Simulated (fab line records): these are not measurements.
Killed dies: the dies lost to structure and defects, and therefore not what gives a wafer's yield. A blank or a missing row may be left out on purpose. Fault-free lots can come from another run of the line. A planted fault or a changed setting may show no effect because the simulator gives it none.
Tool commonality check -- flow rit-cmos -- Lots sampled 13, wafers sampled 39

## WHY THIS WAS OPENED
On 1 of the 13 lots, a flag is raised at RIT_ACTIVE_CD_MEAS_11 on the reading cd-nm. Fault-free wafers read 1400.1 nm, with a standard deviation of 2.5.
Rule: a lot is flagged in two cases, either no wafer of it has a number, or all its wafers with numbers fall more than 4 standard deviations from that mean. All remaining lots are regarded as sound.

lot,measured,on,"cd-nm (nm), wafer by wafer",flag
L458,day 1 19:35,cd-sem-01,1399.6 1402.6 1401.9,
L459,day 2 01:17,cd-sem-01,1398.6 1398.3 1398.5,
L460,day 2 05:35,cd-sem-02,1399.9 1397.0 1396.7,
L461,day 2 12:02,cd-sem-01,1402.1 1401.9 1402.3,
L462,day 2 16:45,cd-sem-01,1403.9 1402.3 1401.6,
L463,day 2 20:47,cd-sem-01,1400.9 1399.9 1399.0,
L464,day 3 02:45,cd-sem-01,1395.7 1396.9 1398.0,
L467,day 3 17:29,cd-sem-02,1400.0 1399.8 1397.8,
L468,day 3 21:34,cd-sem-02,1404.5 1403.6 1403.8,
L470,day 4 07:36,cd-sem-01,1401.7 1401.1 1400.2,
L476,day 5 13:26,cd-sem-01,1365.0 1335.9 1335.8,FLAGGED
L478,day 5 23:37,cd-sem-02,1395.8 1398.6 1398.3,
L479,day 6 04:26,cd-sem-01,1401.4 1399.4 1401.5,
The mean of the flagged lots' numbers is 1345.6 nm, -54.5 nm from the usual (-22 standard deviations).

## WHICH TOOL RAN EACH LOT
The record holds 1 process step before the reading, out of a route of 202 steps. Each cell gives the tool, then ch followed by the chambers the sampled wafers passed through, then the start.
lot,flag,RIT_ACTIVE_EXPOSE_08
L458,,"iline-stepper-01 ch 0, day 1 19:11"
L459,,"iline-stepper-02 ch 0, day 2 00:53"
L460,,"iline-stepper-01 ch 0, day 2 05:11"
L461,,"iline-stepper-01 ch 0, day 2 11:38"
L462,,"iline-stepper-02 ch 0, day 2 16:21"
L463,,"iline-stepper-02 ch 0, day 2 20:21"
L464,,"iline-stepper-01 ch 0, day 3 02:21"
L467,,"iline-stepper-01 ch 0, day 3 17:05"
L468,,"iline-stepper-02 ch 0, day 3 21:10"
L470,,"iline-stepper-02 ch 0, day 4 07:12"
L476,FLAGGED,"iline-stepper-02 ch 0, day 5 13:02"
L478,,"iline-stepper-01 ch 0, day 5 23:12"
L479,,"iline-stepper-01 ch 0, day 6 04:02"
These steps, and what they do:
- RIT_ACTIVE_EXPOSE_08: exposes mask M1, target cd 1400 nm.
- RIT_ACTIVE_CD_MEAS_11: target cd 1400 nm.

## FLAGGED OVER TOTAL, TOOL BY TOOL (the gauges that took the reading come last)
step,tool,lots run,flagged,share of the flagged lots,sound lots run after its first flagged lot
RIT_ACTIVE_EXPOSE_08,iline-stepper-01,7,0,none,-
RIT_ACTIVE_EXPOSE_08,iline-stepper-02,6,1,all,0
RIT_ACTIVE_CD_MEAS_11,cd-sem-01,9,1,all,1 (L479)
RIT_ACTIVE_CD_MEAS_11,cd-sem-02,4,0,none,-

## WHAT THE TABLE PERMITS
iline-stepper-02 at RIT_ACTIVE_EXPOSE_08 and cd-sem-01 at RIT_ACTIVE_CD_MEAS_11 are the 2 rows of the table that ran each flagged lot.
- iline-stepper-02 at RIT_ACTIVE_EXPOSE_08: 1 of its 6 lots flagged. It ran its last sound lot, L470, at day 4 07:12 and its first flagged lot, L476, at day 5 13:02: a fault with its onset between the two fits. Its own readings lie more than 4 standard deviations out on every wafer of the flagged lots: exposure-dose-mJ-cm2.
- cd-sem-01 at RIT_ACTIVE_CD_MEAS_11: 1 of its 9 lots flagged. Lots that were sound ran on it after the first flagged one (L479); a persistent fault on the entire tool would not allow that.
Just one tool remains: iline-stepper-02 at RIT_ACTIVE_EXPOSE_08.

## WHAT HAD BEEN PUT IN BY THE SIMULATOR
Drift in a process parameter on iline-stepper-02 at RIT_ACTIVE_EXPOSE_08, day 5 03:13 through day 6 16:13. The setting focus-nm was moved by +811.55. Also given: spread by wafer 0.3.
Lots struck among those shown: L476. This agrees with what the rule above found.
